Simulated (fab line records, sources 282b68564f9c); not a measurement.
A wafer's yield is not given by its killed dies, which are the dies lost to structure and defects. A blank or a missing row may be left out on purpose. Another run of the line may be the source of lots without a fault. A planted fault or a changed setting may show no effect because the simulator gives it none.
Comparing a struck lot with a sound one | flow ritCmos | 15 steps out of a route of 202
Sound: the wafers L308.1, L308.3, L308.4. The struck wafers were L305.2, L305.3, L305.4. Last of all comes the cause.
At each step with rows: each side's tool, then ch and its chambers, then its first start. Under that, the readings that differ: sound wafers | struck wafers | difference of the means | sigmas: that difference in standard deviations of wafers without a fault.
alike: readings whose means differ by less than 2 such deviations, and words and numbers that are the same on both sides. not compared: withheld readings, readings that some wafer has no value for, bounds like >300 that may hide the same value, and numbers for which the record gives no deviation and whose values overlap.
Wherever a step has rows on one side only, a row that says differs or no value, or a row with sigmas, the two part there. Numbers that have no deviation but don't overlap get no sigmas and don't part them. A reading that every wafer of one side lacks parts them only if that side has two wafers or more.

first, 3 steps without rows for these wafers: RIT_SDANNEAL_CLEAN_00 (cleans in SC1, time 600 s); RIT_SDANNEAL_CLEAN_01 (cleans in dHF, time 30 s); RIT_SDANNEAL_CLEAN_02 (cleans in SC2, time 590 s).
RIT_SDANNEAL_RTA_03: time 5 s.
  sound on rtpAnneal-01 ch 0, day 5 20:11; struck on rtpAnneal-02 ch 0, day 5 01:52
reading      | sound             | struck            | difference | sigmas
chamberO2Ppm | 2.026 2.020 2.019 | 1.946 1.976 1.973 | -0.057     | -2
  alike: wafer_temp_C_max
RIT_SDANNEAL_RS_MEAS_04: uses a four-point probe to measure.
  sound on filmMetro-01, day 5 20:14; struck on filmMetro-02, day 5 01:56
  alike: PSD_RS
RIT_SDANNEAL_RS_MEAS_05: uses a four-point probe to measure.
  sound on filmMetro-01, day 5 20:21; struck on filmMetro-02, day 5 02:03
  alike: NSD_RS
RIT_SDANNEAL_RS_MEAS_06: uses a four-point probe to measure.
  sound on filmMetro-01, day 5 20:28; struck on filmMetro-02, day 5 02:10
  alike: PLDD_RS
RIT_SDANNEAL_RS_MEAS_07: uses a four-point probe to measure.
  sound on filmMetro-01, day 5 20:35; struck on filmMetro-02, day 5 02:17
  alike: NLDD_RS
then, 1 step without rows for these wafers: RIT_SILICIDE_WET_ETCH_00 (etches SiO2 in BOE, target depth 14 nm, time 15 s).
RIT_SILICIDE_SPUTTER_01: material Ti, target thk 30 nm, time 240 s.
  sound on pvdSputter-01, day 5 20:44; struck on pvdSputter-04, day 5 02:24
  alike: throttleValvePct
RIT_SILICIDE_RS_MEAS_02: uses a four-point probe to measure.
  sound on filmMetro-04, day 5 20:53; struck on filmMetro-03, day 5 02:34
  alike: SILICIDE_TI_RS
RIT_SILICIDE_THK_MEAS_03: measures by xrf.
  sound on filmMetro-04, day 5 21:00; struck on filmMetro-03, day 5 02:41
  alike: SILICIDE_TI_THK
RIT_SILICIDE_RTA_04: time 10 s, ramp up 5 s, ramp down 5 s.
  sound on rtpAnneal-02 ch 0, day 5 21:04; struck on rtpAnneal-01 ch 0, day 5 02:44
reading      | sound             | struck               | difference | sigmas
chamberO2Ppm | 2.013 2.042 1.997 | 61.994 62.015 61.977 | +59.978    | +99 or more
  alike: wafer_temp_C_max
then, 1 step without rows for these wafers: RIT_SILICIDE_WET_ETCH_05 (etches Ti in SPM, time 120 s).
RIT_M1_PROBE_99:
  sound on prober-02, day 6 03:42; struck on prober-02, day 5 09:31
reading                         | sound             | struck            | difference | sigmas
model.etest.npolyLine.lineOhmUm | 164.4 169.6 167.2 | 263.7 264.5 266.3 | +97.8      | 
model.etest.ppolyLine.lineOhmUm | 160.9 160.5 161   | 254.1 252.8 254.6 | +93.0      | 
model.etest.npolyLine.rsOhmSq   | 17.05 17.25 17.05 | 27.65 27.69 27.8  | +10.60     | 
model.etest.ppolyLine.rsOhmSq   | 16.67 16.7 16.41  | 26.11 26.53 26.73 | +9.86      | 
model.etest.npolySal.rsOhmSq    | 4.397 4.464 4.383 | 5.167 5.222 5.165 | +0.770     | 
model.etest.ppolySal.rsOhmSq    | 4.387 4.411 4.345 | 5.137 5.156 5.143 | +0.764     | 
model.etest.pplusSal.rsOhmSq    | 4.362 4.43 4.34   | 5.092 5.111 5.122 | +0.731     | 
model.etest.nplusSal.rsOhmSq    | 4.366 4.419 4.338 | 5.051 5.116 5.057 | +0.700     | 
  alike: killedAtFrontEnd, killedDies, killedOpen, killedShort

== WHERE THEY PART ==
First at RIT_SDANNEAL_RTA_03; last, within this record, at RIT_SILICIDE_RTA_04. Later steps at which nothing parts them and some readings are alike: RIT_M1_PROBE_99.

WHY: whatever the simulator had introduced
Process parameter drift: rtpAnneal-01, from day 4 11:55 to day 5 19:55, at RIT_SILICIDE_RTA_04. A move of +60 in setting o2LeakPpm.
